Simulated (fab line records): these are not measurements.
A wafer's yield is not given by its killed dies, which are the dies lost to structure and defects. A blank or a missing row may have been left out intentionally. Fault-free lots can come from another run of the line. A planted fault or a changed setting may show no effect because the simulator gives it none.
8D (eight disciplines) problem report, filled in by code	flow berkeley_cmos170	the parts of the form that need people (team, actions taken, sign-off) are left out

== 1. WHAT WENT WRONG ==
CONTACT_PSG_THK at UCB170_CONTACT_THK_MEAS_02 reads a mean of 556 nm on 3 wafers of 1 lot; wafers without a fault read 700 nm with a standard deviation of 5.3. Measured from the usual mean, that is -27 standard deviations.
First observed at day 11 06:15: wafer L945.2, on film_metro-03. The record holds 39 wafers of 13 lots with a number at this step. The rule behind "out" and "out of limits": a value lying over 4 standard deviations away from the usual mean. Any other wafer with a number is counted as sound.

== 2. WHAT IT IS, WHAT IT ISN'T ==
question	is	is not
which readings at this step	CONTACT_PSG_THK	-
which lots	L945	L932, L933, L934, L937, L938, L939, L940, L948, L949, L950, L951, L955
which wafers of those lots	all that have a number	-
read on which gauges	film_metro-03	film_metro-01, film_metro-02
when	from day 11 06:15	up to then (21 sound wafers); but 15 sound wafers of L948, L949, L950, L951, L955 came after

== 3. WHAT RULES OUT EACH SUSPECT ==
Counting: a tool at a process step up to the reading stays a suspect if it ran every lot that is out and no sound lot after the first of them.
- the gauge at UCB170_CONTACT_THK_MEAS_02 is ruled out. All the wafers that are out were read on film_metro-03, but those of them that UCB170_CONTACT_ETCH_18 has rows for are out there too, on other tools.
- plasma_asher-03 at UCB170_PLDD_STRIP_10 (strips in O2): ruled out as a lasting fault. The sound lots L950, L951, L955 went through it after L945, its earliest lot that is out (day 10 11:47).
- lpcvd-01 at UCB170_CONTACT_CVD_01 (deposits PSG from SiH4/O2/PH3, target thk 700 nm, time 2820 s): ruled out as a lasting fault. The sound lots L951 went through it after L945, its earliest lot that is out (day 11 04:27).
Left after counting: nothing in the record.

== 4. THE CAUSE (what the simulator had put in) ==
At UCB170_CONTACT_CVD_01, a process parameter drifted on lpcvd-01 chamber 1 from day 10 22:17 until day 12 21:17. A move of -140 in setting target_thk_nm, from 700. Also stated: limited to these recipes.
Counting ruled it out, wrongly: the rule takes a fault to strike every lot that its tool runs from its start on, and this one did not.

== 5. THE CHAIN OF EFFECTS, in route order ==
Each row: a reading where the mean over the struck wafers with a number is more than 3 standard deviations away from the usual. Scope: only readings with a usual standard deviation given in the record; hours: median across lots of the time from each lot's start at the first step in this table that gives one to its start at this step; sigmas: change in usual standard deviations.
hours	step	reading	usual	on struck wafers	change	sigmas
0	UCB170_CONTACT_THK_MEAS_02	CONTACT_PSG_THK	700 nm	556	-144	-27
-	UCB170_CONTACT_ETCH_18	oes_product_au	0.891 a.u.	0.780	-0.111	-7.9
Its process steps:
- UCB170_CONTACT_ETCH_18: etches PSG in CHF3/CF4/Ar, stops on TiSi2, target depth 840 nm, time 195 s.
Later measuring or inspecting steps at which every struck wafer that the step has a row for has a number for every such reading, and none has moved that far: UCB170_M1_RS_MEAS_01.

== 6. WHAT WOULD HAVE CAUGHT IT SOONER ==
The first out-of-limits reading at a measuring or inspecting step in this record came at day 11 06:15, 8 hours after the fault's start at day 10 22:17.
Of the tool readings at UCB170_CONTACT_CVD_01 for which the record gives a usual standard deviation, none was out on any struck wafer, so an alarm limit of 4 standard deviations on them would not have fired.
